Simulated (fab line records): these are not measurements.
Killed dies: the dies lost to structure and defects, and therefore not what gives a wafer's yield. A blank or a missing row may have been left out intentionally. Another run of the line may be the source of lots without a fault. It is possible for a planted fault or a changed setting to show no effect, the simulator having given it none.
A lot that was struck, set against a sound lot | flow rit-cmos | 15 out of 202 route steps
Sound: these wafers, L728.1, L728.4, L728.5. Wafers struck: L743.1, L743.4, L743.6. The cause is named last.
At each step with rows: each side's tool, then ch and its chambers, then its first start. Under that, the readings that differ: sound wafers | struck wafers | difference of the means | sigmas: that difference in standard deviations of wafers without a fault.
alike: readings whose means differ by less than 2 such deviations, and words and numbers that are the same on both sides. not compared: withheld readings, readings that some wafer has no value for, bounds like >300 that may hide the same value, and numbers for which the record gives no deviation and whose values overlap.
Wherever a step has rows on one side only, a row that says differs or no value, or a row with sigmas, the two part there. Numbers that don't overlap but have no deviation are shown without sigmas and don't part them. Lack of a reading on every wafer of one side parts them only where that side has two or more wafers.

RIT_GATE_STRIP_20: strips in O2, time 180 s.
  sound on plasma-asher-04 ch 0,1, day 3 05:29; struck on plasma-asher-01 ch 0,1, day 6 20:55
  alike: drypump-motor-current-A, o2-flow-sccm
  not compared: rf-hours-counter-h
RIT_GATE_CD_MEAS_90: the cd target is 150 nm.
  sound on cd-sem-02 at day 3 05:40; struck on cd-sem-02 at day 6 21:05
  alike: cd-nm
then, 4 steps without rows for these wafers: RIT_REOX_CLEAN_00 (cleans in SC1, time 600 s); RIT_REOX_CLEAN_01 (cleans in dHF, time 30 s); RIT_REOX_CLEAN_02 (cleans in SC2, time 600 s); RIT_REOX_OXIDATION_03 (target thk 25.2 nm, ox time 5580 s).
RIT_REOX_THK_MEAS_04:
  sound on film-metro-04 at day 3 08:42; struck on film-metro-04 at day 7 04:22
  alike: REOX_OXIDE_THK
then, 5 steps without rows for these wafers: RIT_NLDD_HMDS_00 (prime time 60 s); RIT_NLDD_COAT_01 (resist thk 1000 nm); RIT_NLDD_SOFTBAKE_02 (time 60 s); RIT_NLDD_EXPOSE_03 (exposes mask M7, target cd 40700 nm); RIT_NLDD_PEB_04.
RIT_NLDD_DEVELOP_05: develop time 50 s.
  sound on litho-track-04 ch 0, day 3 09:00; struck on litho-track-04 ch 0, day 7 05:00
  reading              | sound             | struck            | difference | sigmas
  developer-temp-C (C) | 23.06 22.99 23.02 | 23.97 24.05 23.97 | +0.97      | +10
  alike: chill-plate-temp-C
RIT_NLDD_OVL_MEAS_06:
  sound on overlay-02 at day 3 09:44; struck on overlay-01 at day 7 05:38
  alike: NLDD_OVL
RIT_M1_PROBE_99:
  sound on prober-01 at day 4 01:17; struck on prober-01 at day 7 22:48
  alike: killed_at_M0_to_M3, killed-at-contacts, killed-at-front-end, killed-dies, killed-open, killed-short

== WHERE THEY PART ==
At RIT_NLDD_DEVELOP_05 and nowhere else, as far as this record goes. Later steps at which nothing parts them and some readings are alike: RIT_NLDD_OVL_MEAS_06, RIT_M1_PROBE_99.

WHY: what had been put in by the simulator
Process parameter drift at RIT_NLDD_DEVELOP_05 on litho-track-04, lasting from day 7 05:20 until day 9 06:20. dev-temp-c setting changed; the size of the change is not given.
